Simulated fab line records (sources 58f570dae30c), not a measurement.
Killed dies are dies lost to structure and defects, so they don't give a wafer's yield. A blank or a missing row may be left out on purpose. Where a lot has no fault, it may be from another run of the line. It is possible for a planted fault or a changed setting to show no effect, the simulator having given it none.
Which of the tools did it? | flow berkeley cmos170 | 14 lots, 42 wafers sampled, at 3 steps of a route of 331

## WHAT THE GAUGES SHOWED, per wafer
UCB170_V1_BOW_MEAS_03.
lot  | measured     | on            | V1_BOW (um)
L564 | day 8 06:55  | film metro-01 | 18 33 14
L565 | day 8 08:16  | film metro-04 | 20 9 19
L568 | day 9 12:46  | film metro-04 | 18 25 17
L567 | day 9 14:26  | film metro-02 | 13 14 12
L569 | day 9 14:08  | film metro-04 | 31 19 34
L566 | day 9 14:59  | film metro-02 | 22 24 25
L570 | day 9 15:26  | film metro-01 | 22 17 27
L572 | day 9 21:59  | film metro-04 | 21 20 10
L574 | day 10 15:51 | film metro-04 | 12 23 23
L575 | day 10 19:29 | film metro-02 | 22 30 9
L573 | day 10 20:49 | film metro-04 | 19 19 8
L577 | day 10 22:11 | film metro-01 | 16 25 17
L582 | day 12 08:03 | film metro-01 | 34 17 14
L586 | day 13 02:18 | film metro-02 | 24 17 8

## TOOL THAT RAN EACH LOT (tool first, then ch and the chambers of the sampled wafers, then the start)
lot  | UCB170_PSD_STRIP_09                  | UCB170_SILICIDE_PRE_CLEAN_00
L564 | plasma asher-03 ch 0,1, day 7 17:00  | pvd sputter-04, day 7 20:46
L565 | plasma asher-01 ch 0,1, day 7 17:07  | pvd sputter-03, day 7 20:59
L568 | plasma asher-03 ch 0,1, day 8 21:43  | pvd sputter-01, day 9 01:01
L567 | plasma asher-01 ch 0,1, day 8 21:52  | pvd sputter-04, day 9 01:18
L569 | plasma asher-04 ch 0,1, day 8 21:59  | pvd sputter-03, day 9 01:31
L566 | plasma asher-03 ch 0,1, day 8 22:06  | pvd sputter-01, day 9 01:40
L570 | plasma asher-04 ch 0,1, day 8 22:28  | pvd sputter-03, day 9 02:08
L572 | plasma asher-04 ch 0,1, day 9 08:50  | pvd sputter-03, day 9 12:05
L574 | plasma asher-04 ch 0,1, day 10 00:50 | pvd sputter-03, day 10 06:18
L575 | plasma asher-03 ch 0,1, day 10 06:44 | pvd sputter-01, day 10 10:51
L573 | plasma asher-04 ch 0,1, day 10 06:54 | pvd sputter-03, day 10 11:11
L577 | plasma asher-04 ch 0,1, day 10 07:12 | pvd sputter-03, day 10 11:40
L582 | plasma asher-01 ch 0,1, day 11 16:34 | pvd sputter-03, day 11 20:23
L586 | plasma asher-03 ch 0,1, day 12 13:56 | pvd sputter-01, day 12 17:23
- UCB170_PSD_STRIP_09: strips in O2.
- UCB170_SILICIDE_PRE_CLEAN_00: preclean etch time 60 s.

## WHAT THE TOOLS THEMSELVES READ (means of the sampled wafers that have a number; where no wafer has one, the mark that the record gives instead)
UCB170_PSD_STRIP_09.
lot  | tool            | drypump motor current A (A) | oes product au (a.u.) | strip time to endpoint s (s)
L564 | plasma asher-03 | 5.36                        | 0.598                 | 29.32
L565 | plasma asher-01 | 5.41                        | 0.599                 | 29.43
L568 | plasma asher-03 | 5.59                        | 0.602                 | 29.38
L567 | plasma asher-01 | 5.22                        | 0.603                 | 29.50
L569 | plasma asher-04 | 5.44                        | 0.596                 | 29.45
L566 | plasma asher-03 | 5.36                        | 0.603                 | 29.45
L570 | plasma asher-04 | 5.41                        | 0.606                 | 29.47
L572 | plasma asher-04 | 5.44                        | 0.602                 | 29.33
L574 | plasma asher-04 | 5.41                        | 0.597                 | 29.41
L575 | plasma asher-03 | 5.34                        | 0.599                 | 29.43
L573 | plasma asher-04 | 5.42                        | 0.603                 | 29.37
L577 | plasma asher-04 | 5.41                        | 0.600                 | 29.32
L582 | plasma asher-01 | 5.22                        | 0.595                 | 29.49
L586 | plasma asher-03 | 5.60                        | 0.603                 | 29.34

## THE ANSWER, worked out from the rows above alone
Rule: usual is defined by the lots themselves. The widest of any qualifying gaps counts: lots, ordered by their means at a reading, are off when they make up no more than a third of the lots, leave a main group of 4 or more, and stand apart from it by 3 or more times the standard deviation of that group's means. The tables above print the reading to a certain number of digits; a main group whose means all agree to those digits is not used. A lot without any number at a reading at which 4 lots or more have one is off too. All remaining lots with rows at the step are treated as sound. After the gauges, taken in route order, come the tools' own readings; for these a lot's mean is taken, as printed above. The first step at which some lot is off is used, and at that step the reading that is off furthest; a lot without a number counts as furthest.
No lot is off on any of the readings shown, so nothing can be concluded from this.

## WHAT THE SIMULATOR HAD INSERTED
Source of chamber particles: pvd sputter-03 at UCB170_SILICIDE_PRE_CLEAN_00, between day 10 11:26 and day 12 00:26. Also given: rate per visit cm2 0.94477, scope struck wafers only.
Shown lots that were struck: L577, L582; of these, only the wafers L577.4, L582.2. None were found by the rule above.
